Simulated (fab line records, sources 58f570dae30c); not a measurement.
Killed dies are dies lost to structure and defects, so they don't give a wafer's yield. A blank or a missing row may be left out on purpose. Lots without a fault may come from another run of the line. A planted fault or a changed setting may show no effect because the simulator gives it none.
Split-lot experiment | flow berkeley_cmos170 | 5 lots, 23 wafers read, on a route of 331 steps

THE SPLIT
At UCB170_ACTIVE_PEB_11, the setting peb_temp_c was moved away from the recipe's 130 C on 7 of the 23 wafers read, by -2.9% to -1.6%. The other wafers ran this setting at the recipe's value.

FROM THE SPLIT TO THE READING: what the file shows between them, 4 steps
- UCB170_ACTIVE_DEVELOP_12: develop time 45 s
- UCB170_ACTIVE_CD_MEAS_13: target cd 1200 nm
- UCB170_ACTIVE_ETCH_15: etches Si3N4 in CH3F/Ar/O2, stops on SiO2, target depth 242 nm, time 151 s
- UCB170_ACTIVE_STRIP_16: strips in O2

THE READING
cd_nm, in nm, at UCB170_ACTIVE_CD_MEAS_90 (target cd 1200 nm). Fault-free wafers of this fab line usually give 1199.2 nm, standard deviation 1.7 nm.

wafer  | tool, chamber at the split | peb_temp_c as run, C | against the recipe | cd_nm, nm | against lot-mates on the recipe
L076.1 | litho_track-04, 0          | 130                  | recipe             | 1197.0    | -
L076.2 | litho_track-04, 0          | 130                  | recipe             | 1198.5    | -
L076.4 | litho_track-04, 0          | 127.9                | -1.6%              | 1214.2    | +15.8
L076.5 | litho_track-04, 0          | 130                  | recipe             | 1199.7    | -
L076.6 | litho_track-04, 0          | 127.9                | -1.6%              | 1213.1    | +14.7
L078.1 | litho_track-02, 0          | 130                  | recipe             | 1196.1    | -
L078.3 | litho_track-02, 0          | 130                  | recipe             | 1197.3    | -
L078.5 | litho_track-02, 0          | 130                  | recipe             | 1197.3    | -
L080.1 | litho_track-04, 0          | 130                  | recipe             | 1198.8    | -
L080.2 | litho_track-04, 0          | 126.2                | -2.9%              | 1230.4    | +31.0
L080.3 | litho_track-04, 0          | 130                  | recipe             | 1200.1    | -
L080.4 | litho_track-04, 0          | 126.2                | -2.9%              | 1231.1    | +31.7
L080.5 | litho_track-04, 0          | 126.2                | -2.9%              | 1229.8    | +30.4
L082.1 | litho_track-04, 0          | 130                  | recipe             | 1200.0    | -
L082.2 | litho_track-04, 0          | 130                  | recipe             | 1201.5    | -
L082.4 | litho_track-04, 0          | 130                  | recipe             | 1200.6    | -
L082.5 | litho_track-04, 0          | 130                  | recipe             | 1198.1    | -
L082.6 | litho_track-04, 0          | 130                  | recipe             | 1200.1    | -
L084.1 | litho_track-01, 0          | 130                  | recipe             | 1201.0    | -
L084.2 | litho_track-01, 0          | 130                  | recipe             | 1200.0    | -
L084.4 | litho_track-01, 0          | 127.5                | -1.9%              | 1219.9    | +19.2
L084.5 | litho_track-01, 0          | 127.5                | -1.9%              | 1219.1    | +18.4
L084.6 | litho_track-01, 0          | 130                  | recipe             | 1201.0    | -

THE FIT
A straight line over all 23 wafers: cd_nm changes by -10.5 nm for each +1% of peb_temp_c; r = -0.99; the points scatter about the line by 1.6 nm.
The same after taking each lot's own level away (the mean of its wafers on the recipe; 23 wafers): -10.3 nm for each +1%; r = -1.00; scatter 1 nm.
On that fit, the largest move of peb_temp_c shifts the reading by 30 nm.
The lots' own levels span 1196.90 to 1200.67 nm, that is 2.2 times the standard deviation above.
So the lot-to-lot level changes the slope little: the two slopes agree.
Check: with one of the wafers moved furthest among these (-2.9%) left out of the fit, the line predicts +29.8 nm for it against its lot-mates. It came out at +31 nm against them.

OTHER SPLITS ON THESE WAFERS
These wafers also went through other splits before the reading. Each is held against what the fit with the lots' levels taken away leaves over:
other split on the same wafers        | wafers away from the commonest value | r with cd_nm (lot level and that fit taken away)
UCB170_PWELL_CVD_05 sih2cl2_flow_sccm | 10                                   | +0.34
UCB170_ACTIVE_COAT_08 spin_rpm        | 6                                    | -0.57

THE WHOLE CHAIN: every reading that the file lists as answering this split, in the file's order
step                     | what it does                                                               | reading                                                       | change (the file's fit)              | r (the file's)
UCB170_ACTIVE_CD_MEAS_13 | target cd 1200 nm                                                          | cd_nm                                                         | -10.2 nm for each +1% of the setting | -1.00
UCB170_ACTIVE_ETCH_15    | etches Si3N4 in CH3F/Ar/O2, stops on SiO2, target depth 242 nm, time 151 s | ACTIVE.cd_nm (the simulator's own value, which no gauge read) | -10.2 nm for each +1% of the setting | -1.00
UCB170_ACTIVE_CD_MEAS_90 | target cd 1200 nm                                                          | cd_nm                                                         | -10.2 nm for each +1% of the setting | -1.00

THE FILE'S OWN FIT
cd_nm changes by -10.2 nm for each +1% of peb_temp_c, r = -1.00.
